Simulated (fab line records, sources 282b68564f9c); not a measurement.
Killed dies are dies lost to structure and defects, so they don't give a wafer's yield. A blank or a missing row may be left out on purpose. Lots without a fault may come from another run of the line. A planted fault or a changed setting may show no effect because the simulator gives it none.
A struck lot beside a sound one | flow rit_cmos | 16 steps out of a route of 202
Sound: wafers L998.1, L998.3, L998.5. Struck: wafers L107.1, L107.5, L107.6. The cause comes at the end.
At each step with rows: each side's tool, then ch and its chambers, then its first start. Under that, the readings that differ: sound wafers | struck wafers | difference of the means | sigmas: that difference in standard deviations of wafers without a fault.
alike: readings whose means differ by less than 2 such deviations, and words and numbers that are the same on both sides. not compared: withheld readings, readings that some wafer has no value for, bounds like >300 that may hide the same value, and numbers for which the record gives no deviation and whose values overlap.
The two part at a step that has a row with sigmas, a row that says differs or no value, or rows on one side only. Numbers that don't overlap but have no deviation are shown without sigmas and don't part them. A reading that every wafer of one side lacks parts them only if that side has two wafers or more.

RIT_ACTIVE_BOW_MEAS_00:
  sound on film_metro-03, day 2 11:00; struck on film_metro-01, day 4 08:00
  alike: INCOMING_BOW
then, 1 step without rows for these wafers: RIT_ACTIVE_OXIDATION_01 (target thk 46.8 nm, ox time 3360 s).
RIT_ACTIVE_THK_MEAS_02:
  sound on film_metro-01, day 2 13:03; struck on film_metro-01, day 4 11:08
  alike: ACTIVE_OXIDE_THK
then, 1 step without rows for these wafers: RIT_ACTIVE_CVD_03 (deposits Si3N4 from SiH2Cl2/NH3, target thk 150 nm, time 1500 s).
RIT_ACTIVE_THK_MEAS_04:
  sound on film_metro-01, day 2 14:34; struck on film_metro-02, day 4 12:36
  alike: ACTIVE_NITRIDE_THK
then, 1 step without rows for these wafers: RIT_ACTIVE_HMDS_05 (prime time 60 s).
RIT_ACTIVE_COAT_06: resist thk 1000 nm.
  sound on litho_track-03 ch 0, day 2 14:46; struck on litho_track-01 ch 0, day 4 12:49
  reading                                     | sound                | struck               | difference | sigmas
  spin_speed_rpm (rpm)                        | 3252.0 3253.9 3246.2 | 2735.8 2738.3 2736.1 | -514.0     | -99 or more
  model.NOVOLAK_of_ACTIVE_COAT_06.thk_nm (nm) | 996.8 999.2 997.9    | 1097 1095 1092       | +97        |
then, 4 steps without rows for these wafers: RIT_ACTIVE_SOFTBAKE_07 (time 60 s); RIT_ACTIVE_EXPOSE_08 (exposes mask M1, target cd 1400 nm); RIT_ACTIVE_PEB_09; RIT_ACTIVE_DEVELOP_10 (develop time 50 s).
RIT_ACTIVE_CD_MEAS_11: target cd 1400 nm.
  sound on cd_sem-01, day 2 15:36; struck on cd_sem-02, day 4 13:55
  reading    | sound                | struck               | difference | sigmas
  cd_nm (nm) | 1398.3 1399.8 1400.1 | 1411.1 1411.5 1412.1 | +12.2      | +5
  not compared: hold
then, 1 step without rows for these wafers: RIT_ACTIVE_HARDBAKE_12 (time 60 s).
RIT_ACTIVE_ETCH_13: etches Si3N4 in SF6, stops on SiO2, time 210 s, target depth 210 nm.
  sound on rie_diel-01 ch 1,2,3, day 2 15:52; struck on rie_diel-03 ch 0,2, day 4 15:47
  reading                                     | sound           | struck            | difference | sigmas
  model.NOVOLAK_of_ACTIVE_COAT_06.thk_nm (nm) | 649 646.7 643.8 | 746.9 744.1 734.1 | +95.2      |
  model.ACTIVE.cd_nm (nm)                     | 1398 1399 1400  | 1411 1412 1412    | +13        |
  alike: drypump_motor_current_A, oes_product_au, rf_fwd_power_W, throttle_valve_pct
  not compared: rf_hours_counter_h
RIT_ACTIVE_STRIP_14: strips in O2, time 180 s.
  sound on plasma_asher-02 ch 1, day 2 16:00; struck on plasma_asher-01 ch 0,1, day 4 15:56
  alike: drypump_motor_current_A
  not compared: rf_hours_counter_h
-- the record jumps here: 2 days lie between the struck wafers' starts before and after (it left off in module ACTIVE and takes up again in module M1, whose first step shown is number 202 of the route) --
RIT_M1_PROBE_99:
  sound on prober-02, day 4 16:34; struck on prober-02, day 7 01:13
  alike: killed_at_front_end, killed_dies, killed_open, killed_short

WHERE THEY PART
First at RIT_ACTIVE_COAT_06; last, within this record, at RIT_ACTIVE_CD_MEAS_11. Later steps at which nothing parts them and some readings are alike: RIT_ACTIVE_ETCH_13, RIT_ACTIVE_STRIP_14, RIT_M1_PROBE_99.

WHY: what the simulator had put in
Process parameter drift: litho_track-01, from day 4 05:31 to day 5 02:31, at RIT_ACTIVE_COAT_06. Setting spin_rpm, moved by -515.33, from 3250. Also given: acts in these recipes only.
